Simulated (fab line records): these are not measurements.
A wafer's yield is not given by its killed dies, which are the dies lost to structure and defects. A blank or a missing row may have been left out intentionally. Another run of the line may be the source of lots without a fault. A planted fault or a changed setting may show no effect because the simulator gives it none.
Comparing a struck lot with a sound one :: flow berkeley_cmos170 :: 14 out of 331 route steps
Sound: the wafers L252.1, L252.3, L252.5. Wafers struck: L255.1, L255.2, L255.3. The cause comes at the end.
Per side, at each step with rows, come the tool, then ch with its chambers, and then its first start. Under that, the readings that differ: sound wafers :: struck wafers :: difference of the means :: sigmas: that difference in standard deviations of wafers without a fault.
alike: same words and numbers on both sides, and readings whose means sit less than 2 such deviations apart. not compared: any withheld reading, any reading some wafer has no value for, any bound like >300 that may hide the same value, and any number with overlapping values for which the record gives no deviation.
The two part at a step that has a row with sigmas, a row that says differs or no value, or rows on one side only. Non-overlapping numbers with no deviation appear without sigmas and do not part them. Lack of a reading on every wafer of one side parts them only where that side has two or more wafers.

UCB170_M3_SPUTTER_01: material Al, target thk 900 nm, time 120 s.
  sound on pvd_sputter-04 at day 8 11:53; struck on pvd_sputter-04 at day 9 07:11
  alike: chamber_pressure_pa, throttle_valve_pct
UCB170_M3_RS_MEAS_02: uses a four-point probe to measure.
  sound on film_metro-02 at day 8 11:58; struck on film_metro-01 at day 9 07:16
  alike: M3_AL_RS
UCB170_M3_THK_MEAS_03: measures by xrf.
  sound on film_metro-02 at day 8 12:05; struck on film_metro-01 at day 9 07:23
  alike: M3_AL_THK
then, 3 steps without rows for these wafers: UCB170_M3_HMDS_04 (prime time 60 s); UCB170_M3_COAT_05 (resist thk 900 nm); UCB170_M3_SOFTBAKE_06 (time 60 s).
UCB170_M3_STRIP_07: strips in O2.
  sound on plasma_asher-04 ch 0,1, day 8 12:35; struck on plasma_asher-01 ch 0,1, day 9 07:54
  alike: drypump_motor_current_A, oes_product_au, strip_time_to_endpoint_s
  not compared: rf_hours_counter_h
then, 5 steps without rows for these wafers: UCB170_M3_STRIP_08 (strips KrF in DMSO, time 600 s); UCB170_M3_COAT_09; UCB170_M3_COAT_10 (resist thk 900 nm); UCB170_M3_SOFTBAKE_11 (time 60 s); UCB170_M3_EXPOSE_12 (exposes mask METAL3, target cd 700 nm).
UCB170_M3_PEB_13:
  sound on litho_track-04 ch 0, day 8 13:54; struck on litho_track-04, day 9 09:15
  no value came back on the struck wafers for chill_plate_temp_C (C), exhaust_pa (Pa); on the sound wafers chill_plate_temp_C (C) reads 22.78 22.83 22.91
then, 1 step without rows for these wafers: UCB170_M3_DEVELOP_14 (develop time 45 s).

## WHERE THEY PART
Only at UCB170_M3_PEB_13, within this record.

WHY: what the simulator had put in
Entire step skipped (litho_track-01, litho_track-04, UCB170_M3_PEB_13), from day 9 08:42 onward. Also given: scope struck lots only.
